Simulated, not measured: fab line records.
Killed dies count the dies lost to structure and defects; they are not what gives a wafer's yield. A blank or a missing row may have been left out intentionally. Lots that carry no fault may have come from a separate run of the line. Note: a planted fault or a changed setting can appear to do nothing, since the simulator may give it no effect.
Which tool did it? + flow berkeleyCmos170 + Sampling: 7 lots, 21 wafers, 3 of 331 route steps

## WHAT EACH GAUGE READ, for each wafer
UCB170_NLDD_CD_MEAS_06: target cd 1200 nm.
| lot  | measured     | on       | cdNm (nm)            |
|------|--------------|----------|----------------------|
| L140 | day 6 10:14  | cdSem-02 | 1201.3 1201.3 1201.7 |
| L141 | day 6 23:17  | cdSem-02 | 1197.1 1196.9 1196.7 |
| L146 | day 8 02:29  | cdSem-01 | 1200.3 1199.7 1200.8 |
| L152 | day 9 04:35  | cdSem-02 | 1199.1 1199.5 1200.3 |
| L155 | day 9 07:31  | cdSem-01 | 1197.7 1199.3 1198.9 |
| L158 | day 10 05:50 | cdSem-02 | 1200.1 1200.0 1199.9 |
| L160 | day 10 18:43 | cdSem-01 | 1198.3 1198.4 1199.5 |

## TOOL THAT RAN EACH LOT (tool first, then ch and the chambers of the sampled wafers, then the start)
| lot  | UCB170_ACTIVE_ETCH_15            | UCB170_NLDD_DEVELOP_05           |
|------|----------------------------------|----------------------------------|
| L140 | rieDiel-04 ch 0,1,2, day 4 10:58 | lithoTrack-02 ch 0, day 6 10:00  |
| L141 | rieDiel-04 ch 0,2,3, day 5 00:07 | lithoTrack-03 ch 0, day 6 23:00  |
| L146 | rieDiel-01 ch 0,1, day 5 21:48   | lithoTrack-03 ch 0, day 8 02:00  |
| L152 | rieDiel-03 ch 1,2, day 7 02:46   | lithoTrack-04 ch 0, day 9 04:00  |
| L155 | rieDiel-03 ch 0,2,3, day 7 07:01 | lithoTrack-03 ch 0, day 9 07:00  |
| L158 | rieDiel-01 ch 0,2, day 8 06:20   | lithoTrack-04 ch 0, day 10 05:00 |
| L160 | rieDiel-01 ch 0,2, day 8 12:29   | lithoTrack-04 ch 0, day 10 18:00 |
- UCB170_ACTIVE_ETCH_15: etches Si3N4 in CH3F/Ar/O2, stops on SiO2, target depth 242 nm, time 151 s.
- UCB170_NLDD_DEVELOP_05: develop time 45 s.

## THE ANSWER, worked out from the rows above alone
Rule: usual is defined by the lots themselves. The widest of any qualifying gaps counts: lots, ordered by their means at a reading, are off when they make up no more than a third of the lots, leave a main group of 4 or more, and stand apart from it by 3 or more times the standard deviation of that group's means. A main group whose means are all the same, to the digits that the tables above print for the reading, isn't used. Also off: a lot with no number at a reading for which 4 or more lots have one. The other lots that the step has rows for count as sound.
Across all readings shown, no lot is off: no conclusion can be drawn from this.

## WHAT THE SIMULATOR HAD INSERTED
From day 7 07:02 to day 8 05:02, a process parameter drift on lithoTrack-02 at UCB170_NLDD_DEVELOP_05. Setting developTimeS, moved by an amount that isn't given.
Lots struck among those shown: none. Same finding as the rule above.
